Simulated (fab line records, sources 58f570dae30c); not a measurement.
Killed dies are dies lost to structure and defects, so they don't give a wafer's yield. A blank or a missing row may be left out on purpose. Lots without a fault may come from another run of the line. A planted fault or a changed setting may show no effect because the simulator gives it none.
Split-lot experiment | flow berkeley_cmos170 | 5 lots, 23 wafers read, on a route of 331 steps

THE SPLIT
At UCB170_NSD_COAT_01 (resist thk 900 nm), the setting resist_thk_nm was moved away from the recipe's 900 nm on 8 of the 23 wafers read, by -1.6% to +4.3%. The other wafers ran this setting at the recipe's value.

The reading is taken at the split's own step.

THE READING
KrF_of_NSD_COAT_01.thk_nm (the simulator's own value, which no gauge read), in nm, at UCB170_NSD_COAT_01 (resist thk 900 nm). The file gives no usual value for it. The 15 wafers here that ran the recipe average 902.1 nm, standard deviation 2.4 nm.

wafer  | tool, chamber at the split | resist_thk_nm as run, nm | against the recipe | KrF_of_NSD_COAT_01.thk_nm, nm | against lot-mates on the recipe
L074.1 | litho_track-03, 0          | 900                      | recipe             | 901.9                         | -
L074.2 | litho_track-03, 0          | 900                      | recipe             | 901.5                         | -
L074.3 | litho_track-03, 0          | 900                      | recipe             | 902.5                         | -
L074.4 | litho_track-03, 0          | 900                      | recipe             | 904                           | -
L074.5 | litho_track-03, 0          | 900                      | recipe             | 902.8                         | -
L076.1 | litho_track-03, 0          | 885.7                    | -1.6%              | 888.3                         | -12.4
L076.2 | litho_track-03, 0          | 900                      | recipe             | 899.1                         | -
L076.4 | litho_track-03, 0          | 885.7                    | -1.6%              | 883.9                         | -16.8
L076.5 | litho_track-03, 0          | 900                      | recipe             | 902.3                         | -
L076.6 | litho_track-03, 0          | 885.7                    | -1.6%              | 888.7                         | -12.0
L078.1 | litho_track-03, 0          | 938.6                    | +4.3%              | 941.3                         | +36.5
L078.3 | litho_track-03, 0          | 900                      | recipe             | 902                           | -
L078.4 | litho_track-03, 0          | 900                      | recipe             | 906                           | -
L078.5 | litho_track-03, 0          | 900                      | recipe             | 906.5                         | -
L078.6 | litho_track-03, 0          | 938.6                    | +4.3%              | 940.3                         | +35.5
L077.2 | litho_track-04, 0          | 931.9                    | +3.5%              | 933.1                         | +34.8
L077.3 | litho_track-04, 0          | 900                      | recipe             | 897.8                         | -
L077.4 | litho_track-04, 0          | 931.9                    | +3.5%              | 932.3                         | +34.0
L077.5 | litho_track-04, 0          | 931.9                    | +3.5%              | 933.4                         | +35.1
L077.6 | litho_track-04, 0          | 900                      | recipe             | 898.9                         | -
L084.1 | litho_track-03, 0          | 900                      | recipe             | 903.3                         | -
L084.4 | litho_track-03, 0          | 900                      | recipe             | 903.5                         | -
L084.5 | litho_track-03, 0          | 900                      | recipe             | 899.2                         | -

THE FIT
A straight line over all 23 wafers: KrF_of_NSD_COAT_01.thk_nm changes by +8.96 nm for each +1% of resist_thk_nm; r = +0.99; the points scatter about the line by 2.3 nm.
The same after taking each lot's own level away (the mean of its wafers on the recipe; 23 wafers): +9.01 nm for each +1%; r = +0.99; scatter 2 nm.
On that fit, the largest move of resist_thk_nm shifts the reading by 39 nm.
The lots' own levels span 898.35 to 904.83 nm, that is 2.7 times the standard deviation above.
So the lot-to-lot level changes the slope little: the two slopes agree.
Check: with one of the wafers moved furthest among these (+4.3%) left out of the fit, the line predicts +39.5 nm for it against its lot-mates. It came out at +36.5 nm against them.

OTHER SPLITS ON THESE WAFERS
These wafers also went through other splits before the reading. Each is held against what the fit with the lots' levels taken away leaves over:
other split on the same wafers     | wafers away from the commonest value | r with KrF_of_NSD_COAT_01.thk_nm (lot level and that fit taken away)
UCB170_GATE_ETCH_14 pressure_mtorr | 18                                   | -0.05
UCB170_NLDD_COAT_01 resist_thk_nm  | 7                                    | +0.08

THE WHOLE CHAIN: every reading that the file lists as answering this split, in the file's order
step                | what it does      | reading                                                                    | change (the file's fit)              | r (the file's)
UCB170_NSD_COAT_01  | resist thk 900 nm | KrF_of_NSD_COAT_01.thk_nm (the simulator's own value, which no gauge read) | +8.92 nm for each +1% of the setting | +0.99
UCB170_NSD_STRIP_09 | strips in O2      | strip_time_to_endpoint_s                                                   | withheld for each +1% of the setting | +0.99

THE FILE'S OWN FIT
KrF_of_NSD_COAT_01.thk_nm changes by +8.92 nm for each +1% of resist_thk_nm, r = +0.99.
